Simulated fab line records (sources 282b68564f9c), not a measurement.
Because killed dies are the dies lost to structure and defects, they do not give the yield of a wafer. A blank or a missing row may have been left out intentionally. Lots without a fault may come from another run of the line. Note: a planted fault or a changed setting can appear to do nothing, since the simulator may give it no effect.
Problem report in the 8D (eight disciplines) form, filled by code + flow rit-cmos + the parts of the form that need people (team, actions taken, sign-off) are left out

== 1. WHAT IS WRONG ==
Mean of heater-power-total-W at RIT_NLDD_SOFTBAKE_02: 36.75 W across 6 wafers in 2 lots; on wafers with no fault it is 34.56 W (standard deviation 0.05). That puts it +44 standard deviations away from the usual mean.
The step: time 60 s.
First observed at day 4 09:02: wafer L989.1, on litho-track-04. Wafers with a number at this step in the record: 42, from 14 lots. The rule behind "out" and "out of limits": a value lying over 4 standard deviations away from the usual mean. All remaining wafers that have a number are taken as sound.

== 2. WHAT IT IS, AND WHAT IT ISN'T ==
| question                    | is                                 | is not                                                                                                         |
|-----------------------------|------------------------------------|----------------------------------------------------------------------------------------------------------------|
| which readings at this step | heater-power-total-W, plate-temp-C | resist-line-temp-C                                                                                             |
| which lots                  | L989, L990                         | L102, L103, L104, L105, L984, L985, L986, L988, L991, L992, L993, L999                                         |
| which wafers of those lots  | all that have a number             | -                                                                                                              |
| read on which tools         | litho-track-04                     | litho-track-02, litho-track-03                                                                                 |
| when                        | from day 4 09:02                   | up to then (12 sound wafers); but 24 sound wafers of L102, L103, L104, L105, L991, L992, L993, L999 came after |

== 3. THE SUSPECTS, EACH WITH WHAT RULES IT OUT ==
Counting: a tool stays on the suspect list if, at a process step up to the reading, it processed all lots that are out and no sound lot following the first of them.
- litho-track-04 at RIT_NLDD_SOFTBAKE_02 (time 60 s): ruled out as a lasting fault. After its first lot that is out, L989 (day 4 09:02), sound lots L104 ran on it.
Left after counting: nothing in the record.

== 4. THE CAUSE (what the simulator had put in) ==
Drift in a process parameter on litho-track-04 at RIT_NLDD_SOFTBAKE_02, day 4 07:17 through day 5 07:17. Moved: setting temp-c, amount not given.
Counting ruled it out, wrongly.

== 5. SEQUENCE OF EFFECTS, ordered by route ==
One row per reading whose mean, taken over the struck wafers that have a number, lies over 3 standard deviations from the usual. Scope: only readings with a usual standard deviation given in the record; hours: median across lots of the time from each lot's start at the first step in this table that gives one to its start at this step; sigmas: change in usual standard deviations.
| hours | step                 | reading              | usual   | on struck wafers | change | sigmas |
|-------|----------------------|----------------------|---------|------------------|--------|--------|
| 0     | RIT_NLDD_SOFTBAKE_02 | heater-power-total-W | 34.56 W | 36.75            | +2.19  | +44    |
| 0     | RIT_NLDD_SOFTBAKE_02 | plate-temp-C         | 90.02 C | 94.04            | +4.02  | +37    |
Its process steps:
- RIT_NLDD_SOFTBAKE_02: time 60 s.
Later steps that measure or inspect, where all struck wafers having a row at the step show a number for every such reading and not one has moved that far: RIT_SDANNEAL_RS_MEAS_04, RIT_M1_CD_MEAS_09.

== 6. WHAT WOULD HAVE CAUGHT IT SOONER ==
In this record the first reading out of limits was taken at day 4 09:02, 2 hours after the fault began at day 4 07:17.
